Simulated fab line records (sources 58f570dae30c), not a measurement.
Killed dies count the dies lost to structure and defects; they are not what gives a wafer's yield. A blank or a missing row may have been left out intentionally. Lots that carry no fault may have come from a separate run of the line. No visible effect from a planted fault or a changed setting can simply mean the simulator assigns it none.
Which tool is to blame? -- flow berkeley cmos170 -- 15 lots with 45 wafers sampled at 3 steps, on a route of 331 steps

## WHAT THE GAUGES READ, wafer by wafer
UCB170_M2_RS_MEAS_02: uses a four-point probe to measure. Usual: for M2_AL_RS the level is 0.0320 ohm/sq and the standard deviation is 0.00043.
lot,measured,on,M2_AL_RS (ohm/sq),flag
L539,day 7 14:55,film metro-01,0.0326 0.0327 0.0327,
L542,day 7 22:14,film metro-01,0.0325 0.0324 0.0321,
L544,day 8 08:32,film metro-04,0.0157 0.0158 0.0161,OFF
L543,day 8 08:35,film metro-04,0.0322 0.0315 0.0319,
L545,day 8 16:46,film metro-02,0.0162 0.0162 0.0162,OFF
L546,day 8 16:22,film metro-04,0.0326 0.0319 0.0315,
L547,day 9 09:52,film metro-02,0.0160 0.0159 0.0159,OFF
L556,day 11 00:49,film metro-04,0.0327 0.0329 0.0317,
L554,day 11 10:40,film metro-02,0.0316 0.0318 0.0318,
L559,day 11 10:41,film metro-01,0.0326 0.0328 0.0318,
L557,day 11 10:59,film metro-04,0.0314 0.0322 0.0315,
L558,day 11 11:11,film metro-02,0.0313 0.0317 0.0313,
L560,day 11 11:17,film metro-01,0.0315 0.0311 0.0319,
L561,day 11 11:28,film metro-04,0.0319 0.0320 0.0314,
L562,day 11 23:43,film metro-04,0.0327 0.0317 0.0318,

UCB170_M2_THK_MEAS_03: measures by xrf. Usual: for M2_AL_THK the level is 907 nm and the standard deviation is 13.
lot,measured,on,M2_AL_THK (nm),flag
L539,day 7 15:01,film metro-01,885 886 882,
L542,day 7 22:22,film metro-01,892 891 898,
L544,day 8 08:43,film metro-04,1834 1830 1801,OFF
L543,day 8 08:42,film metro-04,903 916 905,
L545,day 8 16:52,film metro-02,1772 1769 1774,OFF
L546,day 8 16:28,film metro-04,893 912 921,
L547,day 9 09:59,film metro-02,1788 1809 1799,OFF
L556,day 11 00:56,film metro-04,887 885 919,
L554,day 11 10:46,film metro-02,913 909 907,
L559,day 11 10:49,film metro-01,896 883 914,
L557,day 11 11:04,film metro-04,920 903 917,
L558,day 11 11:19,film metro-02,918 908 923,
L560,day 11 11:23,film metro-01,923 935 917,
L561,day 11 11:35,film metro-04,913 912 929,
L562,day 11 23:50,film metro-04,885 915 917,

## WHICH TOOL RAN EACH LOT (tool, then ch and the chambers of the sampled wafers, then the start)
lot,UCB170_M2_SPUTTER_01
L539,"pvd sputter-02, day 7 14:48"
L542,"pvd sputter-02, day 7 22:10"
L544,"pvd sputter-03, day 8 08:11"
L543,"pvd sputter-04, day 8 08:29"
L545,"pvd sputter-04, day 8 16:15"
L546,"pvd sputter-02, day 8 16:15"
L547,"pvd sputter-03, day 9 09:32"
L556,"pvd sputter-02, day 11 00:44"
L554,"pvd sputter-03, day 11 10:33"
L559,"pvd sputter-02, day 11 10:36"
L557,"pvd sputter-04, day 11 10:50"
L558,"pvd sputter-03, day 11 11:06"
L560,"pvd sputter-02, day 11 11:10"
L561,"pvd sputter-04, day 11 11:22"
L562,"pvd sputter-04, day 11 23:38"
- UCB170_M2_SPUTTER_01: material Al, target thk 900 nm, time 120 s.

## AS READ BY THE TOOLS THEMSELVES (means over the sampled wafers that have a number; for cases with no such wafer, the mark the record gives instead)
UCB170_M2_SPUTTER_01. Usual: throttle valve pct at 30.5 %, with a standard deviation of 0.88.
lot,tool,throttle valve pct (%),flag
L539,pvd sputter-02,30.4,
L542,pvd sputter-02,30.4,
L544,pvd sputter-03,30.1,
L543,pvd sputter-04,30.9,
L545,pvd sputter-04,31.2,
L546,pvd sputter-02,30.1,
L547,pvd sputter-03,30.3,
L556,pvd sputter-02,29.9,
L554,pvd sputter-03,30.5,
L559,pvd sputter-02,30.3,
L557,pvd sputter-04,31.3,
L558,pvd sputter-03,30.6,
L560,pvd sputter-02,30.1,
L561,pvd sputter-04,30.9,
L562,pvd sputter-04,31.0,

## THE ANSWER, worked out from the rows above alone
Rule: lot off if the mean of its wafers having a number is beyond 3 standard deviations from the usual mean. A lot without any number at a reading at which 4 lots or more have one is off too. Any other lot the step has rows for is counted as sound. After the gauges, taken in route order, come the tools' own readings; for these a lot's mean is taken, as printed above. At the first step where some lot is off, the reading lying furthest off is the one used; lots without a number count as furthest.
Off: at UCB170_M2_RS_MEAS_02 (M2_AL_RS), L544, L545, L547.
A tool fits if, at a process step before that reading, it ran every lot that is off, and no sound lot after the first of them. Those tools and the gauges at UCB170_M2_RS_MEAS_02 are tried in the same way. No candidate that was tried fits.

## WHAT THE SIMULATOR PUT IN
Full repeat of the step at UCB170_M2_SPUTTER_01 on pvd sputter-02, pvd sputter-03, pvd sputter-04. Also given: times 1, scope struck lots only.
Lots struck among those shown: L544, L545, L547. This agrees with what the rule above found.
